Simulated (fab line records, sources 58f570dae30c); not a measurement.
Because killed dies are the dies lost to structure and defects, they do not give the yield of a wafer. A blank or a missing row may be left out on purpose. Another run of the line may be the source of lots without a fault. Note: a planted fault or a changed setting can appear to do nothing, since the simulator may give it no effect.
Split-lot study :: flow berkeley-cmos170 :: on a route of 331 steps: 5 lots, 23 wafers read

## ABOUT THE SPLIT
At UCB170_GATE_EXPOSE_09 (exposes mask POLY, target cd 350 nm), the setting dose-mj was moved away from the recipe's 21 on 10 of the 23 wafers read, by -4.2% to +6.6%. The other wafers ran this setting at the recipe's value.

## FROM THE SPLIT TO THE READING: what the file shows between them, 5 steps
- UCB170_GATE_PEB_10
- UCB170_GATE_DEVELOP_11: develop time 45 s
- UCB170_GATE_CD_MEAS_12: target cd 350 nm
- UCB170_GATE_ETCH_15: etches poly-Si in HBr/Cl2, stops on SiO2, time 56.3 s, target depth 278.2 nm (also split here: icp-w)
- UCB170_GATE_STRIP_16: strips in O2

## THE READING
Shown in nm: cd-nm at UCB170_GATE_CD_MEAS_90, with target cd 350 nm. Fault-free wafers of this fab line usually give 350.3 nm, standard deviation 1.5 nm.

wafer: L074.1
tool, chamber at the split: krf-scanner-01, 0
dose-mj as run: 21
against the recipe: recipe
cd-nm, nm: 352.7
against lot-mates on the recipe: -

wafer: L074.2
tool, chamber at the split: krf-scanner-01, 0
dose-mj as run: 21
against the recipe: recipe
cd-nm, nm: 351.2
against lot-mates on the recipe: -

wafer: L074.4
tool, chamber at the split: krf-scanner-01, 0
dose-mj as run: 21
against the recipe: recipe
cd-nm, nm: 352.5
against lot-mates on the recipe: -

wafer: L074.5
tool, chamber at the split: krf-scanner-01, 0
dose-mj as run: 22.16
against the recipe: +5.5%
cd-nm, nm: 341.7
against lot-mates on the recipe: -10.4

wafer: L074.6
tool, chamber at the split: krf-scanner-01, 0
dose-mj as run: 22.16
against the recipe: +5.5%
cd-nm, nm: 342.7
against lot-mates on the recipe: -9.4

wafer: L076.1
tool, chamber at the split: krf-scanner-02, 0
dose-mj as run: 21
against the recipe: recipe
cd-nm, nm: 350.3
against lot-mates on the recipe: -

wafer: L076.2
tool, chamber at the split: krf-scanner-02, 0
dose-mj as run: 21
against the recipe: recipe
cd-nm, nm: 348.6
against lot-mates on the recipe: -

wafer: L076.4
tool, chamber at the split: krf-scanner-02, 0
dose-mj as run: 21
against the recipe: recipe
cd-nm, nm: 349.7
against lot-mates on the recipe: -

wafer: L077.1
tool, chamber at the split: krf-scanner-02, 0
dose-mj as run: 20.2
against the recipe: -3.8%
cd-nm, nm: 357.2
against lot-mates on the recipe: +6.6

wafer: L077.3
tool, chamber at the split: krf-scanner-02, 0
dose-mj as run: 20.2
against the recipe: -3.8%
cd-nm, nm: 357.1
against lot-mates on the recipe: +6.5

wafer: L077.4
tool, chamber at the split: krf-scanner-02, 0
dose-mj as run: 21
against the recipe: recipe
cd-nm, nm: 351.8
against lot-mates on the recipe: -

wafer: L077.5
tool, chamber at the split: krf-scanner-02, 0
dose-mj as run: 21
against the recipe: recipe
cd-nm, nm: 349.4
against lot-mates on the recipe: -

wafer: L077.6
tool, chamber at the split: krf-scanner-02, 0
dose-mj as run: 20.2
against the recipe: -3.8%
cd-nm, nm: 356.1
against lot-mates on the recipe: +5.5

wafer: L078.1
tool, chamber at the split: krf-scanner-01, 0
dose-mj as run: 22.39
against the recipe: +6.6%
cd-nm, nm: 338.0
against lot-mates on the recipe: -11.4

wafer: L078.2
tool, chamber at the split: krf-scanner-01, 0
dose-mj as run: 22.39
against the recipe: +6.6%
cd-nm, nm: 338.0
against lot-mates on the recipe: -11.4

wafer: L078.4
tool, chamber at the split: krf-scanner-01, 0
dose-mj as run: 21
against the recipe: recipe
cd-nm, nm: 348.2
against lot-mates on the recipe: -

wafer: L078.5
tool, chamber at the split: krf-scanner-01, 0
dose-mj as run: 21
against the recipe: recipe
cd-nm, nm: 351.1
against lot-mates on the recipe: -

wafer: L078.6
tool, chamber at the split: krf-scanner-01, 0
dose-mj as run: 21
against the recipe: recipe
cd-nm, nm: 348.8
against lot-mates on the recipe: -

wafer: L082.1
tool, chamber at the split: krf-scanner-02, 0
dose-mj as run: 20.11
against the recipe: -4.2%
cd-nm, nm: 358.3
against lot-mates on the recipe: +6.1

wafer: L082.2
tool, chamber at the split: krf-scanner-02, 0
dose-mj as run: 20.11
against the recipe: -4.2%
cd-nm, nm: 358.4
against lot-mates on the recipe: +6.2

wafer: L082.4
tool, chamber at the split: krf-scanner-02, 0
dose-mj as run: 21
against the recipe: recipe
cd-nm, nm: 353.5
against lot-mates on the recipe: -

wafer: L082.5
tool, chamber at the split: krf-scanner-02, 0
dose-mj as run: 20.11
against the recipe: -4.2%
cd-nm, nm: 360.0
against lot-mates on the recipe: +7.8

wafer: L082.6
tool, chamber at the split: krf-scanner-02, 0
dose-mj as run: 21
against the recipe: recipe
cd-nm, nm: 350.9
against lot-mates on the recipe: -

FIT RESULTS
A straight line over all 23 wafers: cd-nm changes by -1.77 nm for each +1% of dose-mj; r = -0.97; the points scatter about the line by 1.5 nm.
The same after taking each lot's own level away (the mean of its wafers on the recipe; 23 wafers): -1.69 nm for each +1%; r = -0.99; scatter 0.92 nm.
Per that fit: largest dose-mj move, reading shift of 11 nm.
The lots' own levels span 349.37 to 352.20 nm, that is 1.9 times the standard deviation above.
The two slopes are in agreement: the lot-to-lot level therefore moves the slope only a little.
Check: for one of the wafers moved furthest among these (+6.6%), held out of the fit, the line's prediction against its lot-mates is -11.4 nm. It came out at -11.4 nm against them.

## ADDITIONAL SPLITS CARRIED BY THESE WAFERS
Other splits were also applied to these wafers ahead of the reading. Each is held against what the fit with the lots' levels taken away leaves over:
other split on the same wafers: UCB170_PVT_DEVELOP_05 develop-time-s
wafers away from the commonest value: 11
r with cd-nm (lot level and that fit taken away): -0.09

other split on the same wafers: UCB170_GATE_ETCH_15 icp-w
wafers away from the commonest value: 4
r with cd-nm (lot level and that fit taken away): +0.16

## THE WHOLE CHAIN: every reading that the file lists as answering this split, in the file's order
step: UCB170_GATE_CD_MEAS_12
what it does: target cd 350 nm
reading: cd-nm
change (the file's fit): -1.68 nm for each +1% of the setting
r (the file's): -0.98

step: UCB170_GATE_ETCH_15
what it does: etches poly-Si in HBr/Cl2, stops on SiO2, time 56.3 s, target depth 278.2 nm
reading: GATE.cd-nm (the simulator's own value, which no gauge read)
change (the file's fit): -1.7 nm for each +1% of the setting
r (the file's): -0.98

step: UCB170_GATE_CD_MEAS_90
what it does: target cd 350 nm
reading: cd-nm
change (the file's fit): -1.71 nm for each +1% of the setting
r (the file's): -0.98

## FILE'S OWN FIT
cd-nm changes by -1.71 nm for each +1% of dose-mj, r = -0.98.
